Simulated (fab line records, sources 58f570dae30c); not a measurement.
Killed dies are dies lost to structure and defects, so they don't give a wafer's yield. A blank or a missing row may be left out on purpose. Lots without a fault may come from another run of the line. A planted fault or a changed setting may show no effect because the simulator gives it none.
fab line records | flow berkeley_cmos170
record lots=6 wafers=18 last_day=13
route steps=331 shown V1@260 M2@271 V2@292 M3@331
lots that met no fault: from a run of the same line without faults
start_h: hours from the record's first day to the start of the lot's first wafer shown | wait_h: hours since the lot's step before | " the same as in the row above | L1.1+2: a row that stands for several wafers | - no value, or no start given | * or withheld: withheld | < > ~ a bound
route shown NAME@n: a module of which the file shows steps, and the number in the route of the first | usual: mean/standard deviation of fault-free wafers | same: alike in all rows | chamber/n: place in a boat | sites: the reading at each site | _std_site: their standard deviation | _edge_site: outer sites' mean less inner sites' | radius_mm: how far each site lies from the wafer's centre | mask NAME#n: copy n | behind: the tool/chamber that last shaped the wafer | hold: why the lot was held/for how many hours/how that ended | device: the transistor (n, p or np) that didn't switch | end of line: the same wafers' tests at the end of the route | a step without rows: its recipe alone | killed: dies lost to structure and defects at the first sort, not the wafer's yield | map: a wafer's dies, x killed, . not, _ none there
set.NAME: the setting as run; set.NAME@STEP: as run at that earlier step | model.NAME: the simulator's own value behind a step, which no gauge read
lots at some steps of the route; a table a step, a row a wafer
services: from which hour (start_h, from the record's first day; less than 0 if before it) a tool's chamber was out of use, for how many hours, and why
## steps
# step UCB170_V1_HMDS_06
# recipe prime_time_s=60 prime_temp_c=100
# step UCB170_V1_COAT_07
# recipe resist=KrF spin_rpm=1500 resist_thk_nm=900
# step UCB170_V1_SOFTBAKE_08
# recipe resist=KrF temp_c=130 time_s=58.18
# step UCB170_V1_EXPOSE_09
# recipe mask_id=VIA1 target_cd_nm=700 na=0.5 sigma_outer=0.6 source_shape=conventional dose_mj=37
# step UCB170_V1_PEB_10
# recipe peb_temp_c=130 peb_time_s=withheld resist=KrF
# step UCB170_V1_DEVELOP_11
# recipe developer=TMAH develop_time_s=45 resist=KrF dev_temp_c=21
# step UCB170_V1_CD_MEAS_12
# recipe target_cd_nm=700
# usual cd_nm=699.9/1.4
# columns lot.wafer tool chamber start_h wait_h cd_nm
L820.3 cd_sem-01 - 192.17 - 701.5
L820.4 " - " " 700.2
L820.5 " - " " 701.4
L821.1 cd_sem-01 - 192.69 - 700.2
L821.3 " - " " 700.2
L821.6 " - " " 699.7
L825.2 cd_sem-01 - 218.35 - 700.0
L825.3 " - " " 701.9
L825.4 " - " " 700.4
L827.2 cd_sem-02 - 220.32 - 701.1
L827.4 " - " " 700.5
L827.6 " - " " 702.6
L833.1 cd_sem-02 - 254.06 - 699.7
L833.3 " - " " 698.8
L833.6 " - " " 698.8
L837.1 cd_sem-01 - 289.57 - 699.0
L837.4 " - " " 699.3
L837.5 " - " " 700.4
# step UCB170_V1_OVL_MEAS_13
# usual V1_OVL=4/4.5
# columns lot.wafer tool chamber start_h wait_h V1_OVL[nm]
L820.3 overlay-01 - 192.27 0.1 5
L820.4 " - " " 2
L820.5 " - " " 0
L821.1 overlay-01 - 192.81 0.1 4
L821.3 " - " " 7
L821.6 " - " " -3
L825.2 overlay-01 - 218.46 0.1 9
L825.3 " - " " 0
L825.4 " - " " -6
L827.2 overlay-02 - 220.43 0.1 11
L827.4 " - " " 8
L827.6 " - " " 9
L833.1 overlay-02 - 254.18 0.1 7
L833.3 " - " " 8
L833.6 " - " " 8
L837.1 overlay-01 - 289.69 0.1 5
L837.4 " - " " 7
L837.5 " - " " 6
# step UCB170_V1_ETCH_14
# recipe chemistry=CHF3/CF4/Ar target=SiO2 stop_on=Al CHF3_flow_sccm=45 cf4_flow_sccm=15 Ar_flow_sccm=150 pressure_mtorr=200 rf_w=700 target_depth_a=12500 over_etch_frac=0.25 time_s=299.3
# step UCB170_V1_STRIP_15
# recipe chemistry=O2 power_w=400 pressure_mtorr=3500 platen_temp_c=withheld o2_flow_sccm=400 overash_fraction=0.5
# usual drypump_motor_current_A=5.7/0.58 oes_product_au=0.721/0.0046 strip_time_to_endpoint_s=15.24/0.15
# columns lot.wafer tool chamber start_h wait_h drypump_motor_current_A oes_product_au rf_hours_counter_h strip_time_to_endpoint_s
L820.3 plasma_asher-03 0 192.50 0.1 5.1 0.723 - 15.23
L820.4 " 1 " " 5.8 0.728 - 15.40
L820.5 " 0 " " 5.1 0.720 - 15.43
L821.1 plasma_asher-02 1 193.02 0.1 4.8 0.729 7 15.31
L821.3 " 1 " " 4.8 0.724 - 15.26
L821.6 " 1 " " 4.8 0.720 - 15.26
L825.2 plasma_asher-03 0 218.67 0.1 5.1 0.724 50 15.28
L825.3 " 1 " " 5.8 0.715 - 15.39
L825.4 " 0 " " 5.1 0.721 - 15.23
L827.2 plasma_asher-03 0 220.64 0.1 5.1 0.726 50 15.35
L827.4 " 1 " " 5.8 0.721 - 14.93
L827.6 " 0 " " 5.1 0.719 - 15.19
L833.1 plasma_asher-01 1 254.39 0.1 6.0 0.718 44 15.33
L833.3 " 1 " " 6.0 0.717 - 15.14
L833.6 " 0 " " 6.5 0.714 - 15.19
L837.1 plasma_asher-01 1 289.90 0.1 6.0 0.719 48 15.23
L837.4 " 1 " " 6.0 0.722 - 15.03
L837.5 " 0 " " 6.5 0.717 - 15.21
# step UCB170_V1_CD_MEAS_90
# recipe target_cd_nm=700
# usual cd_nm=700.0/1.6
# columns lot.wafer tool chamber start_h wait_h cd_nm
L820.3 cd_sem-01 - 192.61 0.1 701.6
L820.4 " - " " 699.5
L820.5 " - " " 699.7
L821.1 cd_sem-02 - 193.12 0.1 700.9
L821.3 " - " " 702.1
L821.6 " - " " 700.4
L825.2 cd_sem-02 - 218.79 0.1 700.7
L825.3 " - " " 701.4
L825.4 " - " " 700.8
L827.2 cd_sem-02 - 220.76 0.1 699.9
L827.4 " - " " 701.2
L827.6 " - " " 702.0
L833.1 cd_sem-01 - 254.49 0.1 699.6
L833.3 " - " " 699.3
L833.6 " - " " 699.7
L837.1 cd_sem-01 - 290.00 0.1 699.7
L837.4 " - " " 701.0
L837.5 " - " " 700.7
# step UCB170_M2_PRE_CLEAN_00
# recipe gas=Ar preclean_etch_time_s=60
# step UCB170_M2_SPUTTER_01
# recipe material=Al target_thk_nm=900 time_s=120 power_w=6000 chamber_pressure_pa=0.5
# usual cathode_dc_power_W=6000.0/1.1 throttle_valve_pct=29.8/1.4
# columns lot.wafer tool chamber start_h wait_h cathode_dc_power_W throttle_valve_pct model.Al_of_M2_SPUTTER_01.thk_nm
L820.3 pvd_sputter-02 - 192.76 0.0 5999.7 28.3 905.1
L820.4 " - " " 6002.5 26.7 873.9
L820.5 " - " " 5998.5 30.2 897.7
L821.1 pvd_sputter-04 - 193.31 0.0 6001.2 32.1 907.8
L821.3 " - " " 6000.1 28.9 919.6
L821.6 " - " " 5999.5 31.8 903.1
L825.2 pvd_sputter-02 - 218.95 0.0 5998.5 27.1 577.8
L825.3 " - " " 6000.7 30.3 610
L825.4 " - " " 6001.1 30.3 596
L827.2 pvd_sputter-02 - 220.93 0.0 6000.7 28.4 611.7
L827.4 " - " " 6000.0 30.5 619.7
L827.6 " - " " 5999.8 30.3 610.3
L833.1 pvd_sputter-04 - 254.68 0.0 6000.5 31.8 881.9
L833.3 " - " " 6000.3 31.2 892.4
L833.6 " - " " 5998.9 31.5 894.2
L837.1 pvd_sputter-03 - 290.19 0.0 6000.8 28.7 904.8
L837.4 " - " " 5999.3 29.6 883.8
L837.5 " - " " 5999.1 29.4 884.9
# step UCB170_M2_RS_MEAS_02
# recipe thk_meas_gauge=four-point-probe reads=Al_of_M2_SPUTTER_01
# usual M2_AL_RS=0.0323/0.00046
# columns lot.wafer tool chamber start_h wait_h M2_AL_RS[ohm/sq]
L820.3 film_metro-02 - 192.88 0.1 0.0320
L820.4 " - " " 0.0331
L820.5 " - " " 0.0322
L821.1 film_metro-02 - 193.39 0.0 0.0319
L821.3 " - " " 0.0314
L821.6 " - " " 0.0321
L825.2 film_metro-03 - 219.06 0.1 0.0504
L825.3 " - " " 0.0477
L825.4 " - " " 0.0489
L827.2 film_metro-03 - 221.10 0.1 0.0475
L827.4 " - " " 0.0471
L827.6 " - " " 0.0478
L833.1 film_metro-03 - 254.76 0.0 0.0329
L833.3 " - " " 0.0324
L833.6 " - " " 0.0324
L837.1 film_metro-02 - 290.27 0.0 0.0320
L837.4 " - " " 0.0328
L837.5 " - " " 0.0327
# step UCB170_M2_THK_MEAS_03
# recipe thk_meas_gauge=xrf reads=Al_of_M2_SPUTTER_01
# usual M2_AL_THK=910/13
# columns lot.wafer tool chamber start_h wait_h M2_AL_THK[nm]
L820.3 film_metro-02 - 192.98 0.1 916
L820.4 " - " " 889
L820.5 " - " " 914
L821.1 film_metro-02 - 193.51 0.1 917
L821.3 " - " " 929
L821.6 " - " " 919
L825.2 film_metro-03 - 219.17 0.1 586
L825.3 " - " " 619
L825.4 " - " " 603
L827.2 film_metro-03 - 221.21 0.1 620
L827.4 " - " " 629
L827.6 " - " " 621
L833.1 film_metro-03 - 254.88 0.1 887
L833.3 " - " " 902
L833.6 " - " " 903
L837.1 film_metro-02 - 290.39 0.1 920
L837.4 " - " " 903
L837.5 " - " " 901
# step UCB170_M2_HMDS_04
# recipe prime_time_s=60 prime_temp_c=100
# step UCB170_M2_COAT_05
# recipe resist=KrF spin_rpm=1500 resist_thk_nm=900
# step UCB170_M2_SOFTBAKE_06
# recipe resist=KrF temp_c=130 time_s=60
# step UCB170_M2_STRIP_07
# recipe chemistry=O2 power_w=400 pressure_mtorr=3500 platen_temp_c=withheld o2_flow_sccm=400 overash_fraction=0.5
# usual drypump_motor_current_A=5.8/0.53 oes_product_au=0.735/0.005 strip_time_to_endpoint_s=21.95/0.071
# columns lot.wafer tool chamber start_h wait_h drypump_motor_current_A oes_product_au rf_hours_counter_h strip_time_to_endpoint_s
L820.3 plasma_asher-04 1 193.92 0.1 6.1 0.737 - 21.99
L820.4 " 0 " " 5.7 0.739 - 21.94
L820.5 " 1 " " 6.1 0.735 - 21.92
L821.1 plasma_asher-04 1 194.61 0.1 6.1 0.738 51 22.02
L821.3 " 1 " " 6.1 0.731 - 22.05
L821.6 " 0 " " 5.8 0.737 - 21.98
L825.2 plasma_asher-01 0 219.78 0.1 6.5 0.735 41 21.81
L825.3 " 1 " " 5.9 0.737 - 21.80
L825.4 " 0 " " 6.5 0.732 - 21.85
L827.2 plasma_asher-01 1 221.71 0.1 5.9 0.737 41 21.98
L827.4 " 1 " " 6.0 0.740 - 21.95
L827.6 " 1 " " 6.0 0.732 - 22.00
L833.1 plasma_asher-01 0 255.39 0.1 6.5 0.730 44 21.95
L833.3 " 0 " " 6.5 0.732 - 22.01
L833.6 " 0 " " 6.5 0.736 - 21.99
L837.1 plasma_asher-04 1 290.90 0.1 6.1 0.730 61 22.01
L837.4 " 0 " " 5.8 0.723 - 21.96
L837.5 " 0 " " 5.7 0.732 - 21.98
# step UCB170_M2_STRIP_08
# recipe chemistry=DMSO temp_c=80 time_s=600 material=KrF
# step UCB170_M2_COAT_09
# recipe resist=BARC temp_c=withheld time_s=withheld spin_rpm=3000 resist_thk_nm=withheld
# step UCB170_M2_COAT_10
# recipe resist=KrF spin_rpm=1500 resist_thk_nm=900
# step UCB170_M2_SOFTBAKE_11
# recipe resist=KrF temp_c=130 time_s=60
# step UCB170_M2_EXPOSE_12
# recipe mask_id=METAL2 target_cd_nm=700 na=0.5 sigma_outer=0.6 source_shape=conventional dose_mj=26
# step UCB170_M2_PEB_13
# recipe peb_temp_c=130 peb_time_s=withheld resist=KrF
# step UCB170_M2_DEVELOP_14
# recipe developer=TMAH develop_time_s=45 resist=KrF dev_temp_c=21
# step UCB170_M2_CD_MEAS_15
# recipe target_cd_nm=700
# usual cd_nm=699.9/1.2
# columns lot.wafer tool chamber start_h wait_h cd_nm
L820.3 cd_sem-02 - 196.29 - 702.2
L820.4 " - " " 700.7
L820.5 " - " " 700.2
L821.1 cd_sem-01 - 196.51 - 700.6
L821.3 " - " " 699.6
L821.6 " - " " 699.9
L825.2 cd_sem-02 - 221.09 - 699.0
L825.3 " - " " 699.4
L825.4 " - " " 699.5
L827.2 cd_sem-02 - 224.03 - 699.6
L827.4 " - " " 700.4
L827.6 " - " " 699.4
L833.1 cd_sem-01 - 256.84 - 698.6
L833.3 " - " " 700.6
L833.6 " - " " 699.9
L837.1 cd_sem-02 - 292.16 - 699.8
L837.4 " - " " 699.1
L837.5 " - " " 698.4
# step UCB170_M2_OVL_MEAS_16
# usual M2_OVL=2/4.8
# columns lot.wafer tool chamber start_h wait_h M2_OVL[nm]
L820.3 overlay-02 - 196.39 0.1 5
L820.4 " - " " 6
L820.5 " - " " 9
L821.1 overlay-02 - 196.63 0.1 -3
L821.3 " - " " 0
L821.6 " - " " -2
L825.2 overlay-02 - 221.20 0.1 -3
L825.3 " - " " -5
L825.4 " - " " 2
L827.2 overlay-01 - 224.14 0.1 5
L827.4 " - " " 4
L827.6 " - " " 4
L833.1 overlay-02 - 256.96 0.1 -1
L833.3 " - " " 2
L833.6 " - " " 9
L837.1 overlay-02 - 292.28 0.1 -1
L837.4 " - " " 4
L837.5 " - " " 0
# step UCB170_M2_ETCH_17
# recipe chemistry=N2/H2 target_depth_a=withheld overetch_a=withheld target=BARC time_s=withheld source_w=500 bias_w=100 pressure_mtorr=30 n2_flow_sccm=100 h2_flow_sccm=200
# usual drypump_motor_current_A=5.6/0.35 oes_product_au=0.977/0.025 throttle_valve_pct=13.31/0.24
# columns lot.wafer tool chamber start_h wait_h drypump_motor_current_A oes_product_au throttle_valve_pct
L820.3 rie_diel-01 1 196.41 0.0 5.2 0.952 13.03
L820.4 " 1 " " 5.2 0.954 13.04
L820.5 " 0 " " 5.7 0.978 13.69
L821.1 rie_diel-03 3 196.67 0.0 6.1 0.937 13.35
L821.3 " 0 " " 6.0 1.011 13.42
L821.6 " 3 " " 6.1 0.938 13.36
L825.2 rie_diel-01 0 221.23 0.0 5.7 0.987 13.70
L825.3 " 3 " " 5.2 0.958 13.47
L825.4 " 1 " " 5.1 0.961 13.03
L827.2 rie_diel-03 0 224.17 0.0 5.9 1.016 13.43
L827.4 " 2 " " 5.5 1.001 13.46
L827.6 " 0 " " 5.9 1.011 13.44
L833.1 rie_diel-01 2 257.00 0.0 5.7 0.964 13.47
L833.3 " 1 " " 5.2 0.962 13.03
L833.6 " 1 " " 5.2 0.954 13.04
L837.1 rie_diel-01 0 292.35 0.1 5.7 0.979 13.70
L837.4 " 3 " " 5.2 0.947 13.49
L837.5 " 2 " " 5.7 0.970 13.46
# step UCB170_M2_METAL_ETCH_18
# recipe chemistry=Cl2/BCl3 target=Al stop_on=SiO2 pressure_mtorr=12 target_depth_a=11700 over_etch_frac=0.3 time_s=195 icp_w=600 bias_w=120 Cl2_flow_sccm=90 bcl3_flow_sccm=45
# usual drypump_motor_current_A=5.3/0.41 he_backside_leak_sccm=3.4/0.3 oes_product_au=0.859/0.014 throttle_valve_pct=24.52/0.22
# columns lot.wafer tool chamber start_h wait_h drypump_motor_current_A he_backside_leak_sccm oes_product_au rf_hours_counter_h throttle_valve_pct
L820.3 rie_metal-01 0 196.51 - 5.7 3.4 0.858 - 24.71
L820.4 " 1 " " 5.0 3.2 0.855 - 24.33
L820.5 " 1 " " 5.0 3.2 0.870 - 24.32
L821.1 rie_metal-03 0 196.71 - 5.2 3.6 0.878 5.7 24.67
L821.3 " 1 " " 5.9 3.5 0.879 - 24.73
L821.6 " 0 " " 5.2 3.6 0.867 - 24.66
L825.2 rie_metal-01 0 221.27 - 5.7 3.4 0.686 5.8 24.81
L825.3 " 0 " " 5.7 3.3 0.705 - 24.79
L825.4 " 1 " " 5.0 3.2 0.707 - 24.40
L827.2 rie_metal-01 1 224.21 - 5.0 3.3 0.729 7.5 24.40
L827.4 " 1 " " 5.0 3.2 0.712 - 24.38
L827.6 " 0 " " 5.7 3.3 0.698 - 24.80
L833.1 rie_metal-01 1 257.04 - 5.0 3.4 0.862 8.1 24.31
L833.3 " 1 " " 5.0 3.6 0.865 - 24.31
L833.6 " 1 " " 5.0 3.5 0.875 - 24.31
L837.1 rie_metal-02 0 292.40 - 5.0 3.3 0.847 4.5 24.26
L837.4 " 1 " " 4.8 3.5 0.841 - 24.18
L837.5 " 0 " " 5.0 3.1 0.828 - 24.28
# step UCB170_M2_STRIP_19
# recipe chemistry=O2 power_w=400 pressure_mtorr=3500 platen_temp_c=withheld o2_flow_sccm=400 overash_fraction=0.5
# usual drypump_motor_current_A=5.7/0.56 oes_product_au=0.528/0.022
# columns lot.wafer tool chamber start_h wait_h drypump_motor_current_A oes_product_au rf_hours_counter_h
L820.3 plasma_asher-04 1 196.67 0.1 6.1 0.529 -
L820.4 " 0 " " 5.8 0.543 -
L820.5 " 0 " " 5.7 0.540 -
L821.1 plasma_asher-01 0 196.89 0.1 6.5 0.506 39
L821.3 " 1 " " 6.0 0.507 -
L821.6 " 1 " " 6.0 0.514 -
L825.2 plasma_asher-02 0 221.46 0.1 5.5 0.536 11
L825.3 " 0 " " 5.6 0.530 -
L825.4 " 1 " " 4.8 0.547 -
L827.2 plasma_asher-01 1 224.40 0.1 6.0 0.553 42
L827.4 " 0 " " 6.5 0.549 -
L827.6 " 1 " " 6.0 0.527 -
L833.1 plasma_asher-02 0 257.23 0.1 5.5 0.549 15
L833.3 " 1 " " 4.8 0.552 -
L833.6 " 1 " " 4.8 0.550 -
L837.1 plasma_asher-01 1 292.58 0.1 6.0 0.573 48
L837.4 " 0 " " 6.5 0.501 -
L837.5 " 0 " " 6.5 0.560 -
# step UCB170_M2_CD_MEAS_90
# recipe target_cd_nm=700
# usual cd_nm=700/4
# columns lot.wafer tool chamber start_h wait_h cd_nm
L820.3 cd_sem-01 - 196.78 0.1 703
L820.4 " - " " 695
L820.5 " - " " 696
L821.1 cd_sem-02 - 196.99 0.1 707
L821.3 " - " " 702
L821.6 " - " " 709
L825.2 cd_sem-01 - 221.58 0.1 705
L825.3 " - " " 703
L825.4 " - " " 692
L827.2 cd_sem-02 - 224.52 0.1 695
L827.4 " - " " 693
L827.6 " - " " 707
L833.1 cd_sem-01 - 257.33 0.1 694
L833.3 " - " " 703
L833.6 " - " " 699
L837.1 cd_sem-02 - 292.68 0.1 702
L837.4 " - " " 701
L837.5 " - " " 698
# step UCB170_V2_CVD_00
# recipe material=SiO2 target_thk_nm=2000 temp_c=390 precursor=TEOS/O2 time_s=258.5 rf_w=550 pressure_mtorr=9000
# usual heater_power_w=293/49
# columns lot.wafer tool chamber start_h wait_h heater_power_w
L820.3 pecvd-04 1 196.86 0.1 293
L820.4 " 0 " " 213
L820.5 " 2 " " 330
L821.1 pecvd-02 1 197.11 0.1 279
L821.3 " 0 " " 302
L821.6 " 2 " " 322
L825.2 pecvd-02 1 221.68 0.1 321
L825.3 " 0 " " 307
L825.4 " 1 " " 248
L827.2 pecvd-02 1 224.62 0.1 286
L827.4 " 2 " " 229
L827.6 " 1 " " 352
L833.1 pecvd-02 2 257.45 0.1 302
L833.3 " 1 " " 336
L833.6 " 1 " " 252
L837.1 pecvd-01 1 292.80 0.1 370
L837.4 " 2 " " 273
L837.5 " 0 " " 254
# step UCB170_V2_THK_MEAS_01
# recipe reads=SiO2_of_V2_CVD_00
# usual V2_TEOS_THK=2080/27
# columns lot.wafer tool chamber start_h wait_h V2_TEOS_THK[nm]
L820.3 film_metro-01 - 197.04 0.1 2080
L820.4 " - " " 2083
L820.5 " - " " 2105
L821.1 film_metro-02 - 197.27 0.1 2042
L821.3 " - " " 2054
L821.6 " - " " 2106
L825.2 film_metro-02 - 221.85 0.1 2065
L825.3 " - " " 2037
L825.4 " - " " 2072
L827.2 film_metro-02 - 224.78 0.1 2103
L827.4 " - " " 2124
L827.6 " - " " 2120
L833.1 film_metro-01 - 257.61 0.1 2064
L833.3 " - " " 2077
L833.6 " - " " 2126
L837.1 film_metro-01 - 292.96 0.1 2090
L837.4 " - " " 2107
L837.5 " - " " 2070
# step UCB170_V2_CMP_02
# recipe material=SiO2 down_force_psi=6 platen_rpm=60 pad_velocity_m_s=0.75398
# step UCB170_V2_BOW_MEAS_03
# recipe mode=bow
# usual V2_BOW=36/7
# columns lot.wafer tool chamber start_h wait_h V2_BOW[um]
L820.3 film_metro-01 - 197.42 0.1 44
L820.4 " - " " 52
L820.5 " - " " 46
L821.1 film_metro-03 - 197.63 0.1 37
L821.3 " - " " 42
L821.6 " - " " 37
L825.2 film_metro-02 - 222.22 0.3 45
L825.3 " - " " 35
L825.4 " - " " 27
L827.2 film_metro-03 - 225.15 0.2 44
L827.4 " - " " 37
L827.6 " - " " 47
L833.1 film_metro-02 - 257.97 0.2 28
L833.3 " - " " 31
L833.6 " - " " 35
L837.1 film_metro-01 - 293.32 0.1 25
L837.4 " - " " 32
L837.5 " - " " 31
# step UCB170_V2_THK_MEAS_04
# recipe reads=SiO2_of_V2_CVD_00
# usual V2_POLISHED_THK=999.8/1.6
# columns lot.wafer tool chamber start_h wait_h V2_POLISHED_THK[nm]
L820.3 film_metro-01 - 197.52 0.1 999.5
L820.4 " - " " 999.4
L820.5 " - " " 1000.9
L821.1 film_metro-03 - 197.75 0.1 1000.6
L821.3 " - " " 999.3
L821.6 " - " " 1001.1
L825.2 film_metro-02 - 222.33 0.1 999.6
L825.3 " - " " 1000.3
L825.4 " - " " 995.9
L827.2 film_metro-03 - 225.26 0.1 1002.7
L827.4 " - " " 1003.6
L827.6 " - " " 1001.8
L833.1 film_metro-02 - 258.09 0.1 997.1
L833.3 " - " " 998.1
L833.6 " - " " 999.8
L837.1 film_metro-01 - 293.44 0.1 999.3
L837.4 " - " " 998.8
L837.5 " - " " 999.9
# step UCB170_V2_CLEAN_05
# recipe chemistry=DIW
# step UCB170_V2_HMDS_06
# recipe prime_time_s=60 prime_temp_c=100
# step UCB170_V2_COAT_07
# recipe resist=KrF spin_rpm=1500 resist_thk_nm=900
# step UCB170_V2_SOFTBAKE_08
# recipe resist=KrF temp_c=130 time_s=60
# step UCB170_V2_EXPOSE_09
# recipe mask_id=VIA2 target_cd_nm=700 na=0.5 sigma_outer=0.6 source_shape=conventional dose_mj=37
# step UCB170_V2_ETCH_14
# recipe chemistry=CHF3/CF4/Ar target=SiO2 stop_on=Al CHF3_flow_sccm=45 cf4_flow_sccm=15 Ar_flow_sccm=150 pressure_mtorr=200 rf_w=700 target_depth_a=12500 over_etch_frac=0.25 time_s=291
# usual drypump_motor_current_A=5.7/0.38 oes_product_au=0.870/0.014 throttle_valve_pct=6.94/0.16
# columns lot.wafer tool chamber start_h wait_h drypump_motor_current_A oes_product_au rf_hours_counter_h throttle_valve_pct model.Al_of_M2_SPUTTER_01.thk_nm
L820.3 rie_diel-03 0 198.85 0.0 5.9 0.899 104 6.98 905.1
L820.4 " 1 " " 5.4 0.872 77 6.78 873.9
L820.5 " 3 " " 6.0 0.847 - 7.06 897.7
L821.1 rie_diel-01 0 199.11 0.0 5.7 0.862 2 7.14 907.8
L821.3 " 1 " " 5.1 0.845 73 6.77 919.6
L821.6 " 2 " " 5.6 0.864 - 7.02 903.1
L825.2 rie_diel-02 1 224.29 0.0 6.2 0.873 23 7.18 577.6
L825.3 " 2 " " 5.3 0.871 1 6.94 609.6
L825.4 " 3 " " 6.2 0.882 6 6.69 595.9
L827.2 rie_diel-01 1 228.43 0.0 5.1 0.852 74 6.80 611.7
L827.4 " 0 " " 5.7 0.865 4 7.13 619.7
L827.6 " 1 " " 5.1 0.853 - 6.76 610.3
L833.1 rie_diel-02 3 260.50 0.0 6.3 0.885 7 6.70 881.9
L833.3 " 2 " " 5.4 0.888 2 6.95 892
L833.6 " 2 " " 5.4 0.873 - 6.93 893.8
L837.1 rie_diel-03 1 295.42 0.0 5.3 0.869 81 6.79 904.8
L837.4 " 3 " " 6.1 0.848 17 7.06 883.8
L837.5 " 1 " " 5.4 0.868 - 6.78 884.9
# step UCB170_M3_PROBE_99
# columns lot.wafer tool chamber start_h wait_h model.etest.antenna_m2.vt_shift_v
L820.3 prober-01 - 203.47 0.2 -0.01317
L820.4 prober-01 - 203.52 0.2 -0.01035
L820.5 prober-01 - 203.57 0.2 -0.01188
L821.1 prober-01 - 203.70 0.1 -0.01118
L821.3 prober-01 - 203.80 0.2 -0.013
L821.6 prober-01 - 203.95 0.2 -0.01074
L825.3 prober-01 - 228.60 0.2 -0.01916
L825.4 prober-01 - 228.65 0.2 -0.0206
L827.2 prober-02 - 231.63 0.1 -0.02191
L827.4 prober-02 - 231.73 0.2 -0.02028
L827.6 prober-02 - 231.83 0.2 -0.01792
L833.1 prober-02 - 263.52 0.1 -0.01144
L833.3 prober-02 - 263.62 0.2 -0.0117
L833.6 prober-02 - 263.77 0.2 -0.01286
L837.1 prober-02 - 300.31 0.1 -0.01219
L837.4 prober-02 - 300.46 0.2 -0.01165
L837.5 prober-02 - 300.51 0.2 -0.01293
# killed by level:class
L820.3 SILICIDE:geometric_particle:open=2 WELLDRIVE:geometric_particle:short=1 SPACER:geometric_particle:short=1 SPACER:geometric_particle:open=1
L820.4 GATE:geometric_particle:open=1 SILICIDE:geometric_particle:short=1 M2:geometric_particle:open=1
L820.5 GATE:geometric_particle:open=1 SPACER:geometric_particle:open=1 SPACER:geometric_particle:short=1 V2:geometric_particle:open=1
L821.1 M2:geometric_particle:short=1 V2:geometric_particle:short=1
L821.3 WELLDRIVE:geometric_particle:open=1 GATE:geometric_particle:short=1
L821.6 SPACER:area_etchback=3 GATE:geometric_particle:short=2 SACOX:geometric_particle:open=1 M1:geometric_particle:short=1
L827.2 GATE:geometric_particle:open=1
L827.4 ACTIVE:area_etch=3 V1:geometric_particle:short=1 V1:geometric_particle:open=1 M3:geometric_particle:short=1
L827.6 FIELD:geometric_particle:short=1 SILICIDE:geometric_particle:open=1 M2:geometric_particle:short=1 SPACER:area_etchback=1
L833.1 WELLDRIVE:geometric_particle:short=1 SILICIDE:geometric_particle:short=1 SILICIDE:geometric_particle:open=1 V1:geometric_particle:open=1
L833.3 SACOX:geometric_particle:short=1 SILICIDE:geometric_particle:short=1 M1:geometric_particle:short=1
L833.6 SACOX:geometric_particle:open=1 SILICIDE:geometric_particle:short=1 V1:geometric_particle:short=1
L837.1 ACTIVE:area_etch=3 CONTACT:geometric_particle:short=1
L837.4 ACTIVE:area_etch=4 GATE:geometric_particle:short=1 M2:geometric_particle:short=1
L837.5 WELLDRIVE:geometric_particle:short=2 START:geometric_particle:short=1 GATE:geometric_particle:open=1 SPACER:geometric_particle:open=1 V1:geometric_particle:short=1 ACTIVE:area_etch=1
## services
# columns tool chamber start_h hours kind
rie_diel-01 3 174.58 - clean
rie_diel-01 3 174.58 25.7 scheduled_down
rie_diel-01 3 174.58 25.7 vent_cycle
rie_diel-02 2 181.88 - clean
rie_diel-02 2 181.88 27.5 scheduled_down
rie_diel-02 2 181.88 27.5 vent_cycle
rie_metal-02 - 190.76 1.3 repair
pecvd-01 - 199.50 6.0 pm
rie_metal-03 1 202.48 5.5 repair
rie_diel-01 0 213.03 5.8 repair
rie_diel-01 - 213.30 0.9 repair
pecvd-04 1 222.01 7.7 repair
rie_diel-02 - 227.11 0.3 repair
plasma_asher-03 - 230.01 2.0 repair
plasma_asher-03 - 243.18 2.2 repair
rie_diel-01 0 244.41 9.2 repair
plasma_asher-01 - 246.58 2.8 pm
rie_metal-02 - 250.03 0.5 repair
rie_diel-01 3 254.61 2.0 repair
pecvd-02 - 257.88 1.1 repair
rie_diel-01 - 262.78 2.8 pm
rie_diel-01 - 269.59 15.6 pm
plasma_asher-02 - 286.19 2.1 repair
plasma_asher-01 - 290.64 1.6 repair
## key
first_sign step=UCB170_M2_RS_MEAS_02 reading=M2_AL_RS direction=up sigmas=35 usual=0.0323 struck=0.0482
effect step=UCB170_M2_THK_MEAS_03 reading=M2_AL_THK direction=down sigmas=23 usual=910 struck=613
effect step=UCB170_M2_METAL_ETCH_18 reading=oes_product_au direction=down sigmas=11 usual=0.859 struck=0.706
model_effect step=UCB170_M2_SPUTTER_01 value=Al_of_M2_SPUTTER_01.thk_nm without=898.8 struck=604.3
model_effect step=UCB170_V2_ETCH_14 value=Al_of_M2_SPUTTER_01.thk_nm without=888.9 struck=594.4
model_effect step=UCB170_M3_PROBE_99 value=etest.antenna_m2.vt_shift_v without=-0.01384 struck=-0.01998
met_at UCB170_M2_SPUTTER_01
struck_wafers L825.2,L825.3,L825.4,L827.2,L827.4,L827.6
sort_left_out L825.2,L825.3,L825.4
onset_between 192.76 218.95
also_fits UCB170_V1_STRIP_15:plasma_asher-03
fault kind=process_parameter_drift tool=pvd_sputter-02 chamber=- onset_h=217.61 steps=UCB170_M2_SPUTTER_01 channel=target_thk_nm offset=-294.57 shape=step end_h=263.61 acts_in=these_recipes_only stated=900
# sort_left_out: the simulated sort isn't trusted on such a fault, so these wafers' sort isn't shown, and their yield isn't known
